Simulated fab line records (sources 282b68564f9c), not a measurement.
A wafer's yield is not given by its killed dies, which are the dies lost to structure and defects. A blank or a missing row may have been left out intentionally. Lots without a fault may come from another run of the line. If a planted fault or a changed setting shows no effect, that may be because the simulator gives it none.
Which tool did it? -- flow ritCmos -- 14 lots with 42 wafers sampled at 2 steps, on a route of 202 steps

WHAT THE GAUGES SHOWED, per wafer
RIT_GATE_CD_MEAS_16: the cd target is 150 nm. Usual: cdNm reads 149.2 nm (standard deviation 2.8).
lot,measured,on,cdNm (nm),flag
L193,day 2 18:50,cdSem-02,146.5 146.7 145.8,
L194,day 3 00:46,cdSem-02,144.8 144.2 144.9,
L195,day 3 03:16,cdSem-01,145.0 148.7 145.0,
L196,day 3 10:57,cdSem-01,153.1 154.2 151.6,
L199,day 4 01:15,cdSem-02,149.5 145.8 144.9,
L200,day 4 07:08,cdSem-02,150.1 150.2 148.8,
L201,day 4 10:22,cdSem-01,150.3 152.8 152.8,
L202,day 4 18:58,cdSem-02,150.5 151.7 151.9,
L204,day 5 04:20,cdSem-01,151.6 152.0 153.4,
L205,day 5 08:08,cdSem-01,147.3 147.6 146.5,
L206,day 5 13:13,cdSem-02,147.3 148.0 145.8,
L209,day 6 03:38,cdSem-01,147.8 145.1 149.9,
L211,day 6 15:44,cdSem-01,168.0 165.9 168.6,OFF
L214,day 7 07:04,cdSem-01,160.1 160.1 156.2,OFF

WHICH TOOL RAN EACH LOT (tool, then ch and the chambers of the sampled wafers, then the start)
lot,RIT_GATE_DEVELOP_15
L193,"lithoTrack-03 ch 0, day 2 18:00"
L194,"lithoTrack-02 ch 0, day 3 00:00"
L195,"lithoTrack-03 ch 0, day 3 03:00"
L196,"lithoTrack-02 ch 0, day 3 10:00"
L199,"lithoTrack-03 ch 0, day 4 01:00"
L200,"lithoTrack-04 ch 0, day 4 07:00"
L201,"lithoTrack-03 ch 0, day 4 10:00"
L202,"lithoTrack-03 ch 0, day 4 18:00"
L204,"lithoTrack-04 ch 0, day 5 04:00"
L205,"lithoTrack-04 ch 0, day 5 08:00"
L206,"lithoTrack-04 ch 0, day 5 13:00"
L209,"lithoTrack-04 ch 0, day 6 03:00"
L211,"lithoTrack-04 ch 0, day 6 15:00"
L214,"lithoTrack-04 ch 0, day 7 06:00"
- RIT_GATE_DEVELOP_15: develop time 50 s.

AS READ BY THE TOOLS THEMSELVES (means over the sampled wafers that have a number; for cases with no such wafer, the mark the record gives instead)
RIT_GATE_DEVELOP_15. Usual: developerTempC reads 23.01 C (standard deviation 0.097).
lot,tool,developerTempC (C),flag
L193,lithoTrack-03,22.98,
L194,lithoTrack-02,23.02,
L195,lithoTrack-03,23.17,
L196,lithoTrack-02,23.00,
L199,lithoTrack-03,22.92,
L200,lithoTrack-04,23.04,
L201,lithoTrack-03,23.09,
L202,lithoTrack-03,23.09,
L204,lithoTrack-04,23.10,
L205,lithoTrack-04,22.95,
L206,lithoTrack-04,22.93,
L209,lithoTrack-04,23.09,
L211,lithoTrack-04,25.25,OFF
L214,lithoTrack-04,25.30,OFF

THE ANSWER, worked out from the rows above alone
Rule: a lot is off if the mean of its wafers that have a number lies more than 3 standard deviations from the usual mean. A lot without any number at a reading at which 4 lots or more have one is off too. Where the step has rows for the other lots, those lots are counted as sound. After the gauges, taken in route order, come the tools' own readings; for these a lot's mean is taken, as printed above. The first step at which some lot is off is used, and at that step the reading that is off furthest; a lot without a number counts as furthest.
Off: L211, L214 (RIT_GATE_CD_MEAS_16, cdNm).
A tool fits if, at a process step before that reading, it ran every lot that is off, and no sound lot after the first of them. Not tried: the gauges at RIT_GATE_CD_MEAS_16; whatever is off there is also off at RIT_GATE_DEVELOP_15, on other tools, and gauge error can't account for it. One fits: lithoTrack-04 at RIT_GATE_DEVELOP_15. A fault onset in the window from L209 (day 6 03:00, its last sound lot) to L211 (day 6 15:00, its first lot off) fits.
The tool's own readings at RIT_GATE_DEVELOP_15 bear it out: on the lots that are off they differ by more than 5 times the standard deviation of the sound lots' means. developerTempC reads 25.27 C there against 23.03 C on the sound lots.

WHAT THE SIMULATOR HAD PUT IN
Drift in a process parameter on lithoTrack-04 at RIT_GATE_DEVELOP_15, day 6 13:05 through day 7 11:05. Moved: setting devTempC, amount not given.
Lots struck among those shown: L211, L214. The rule above found the same.
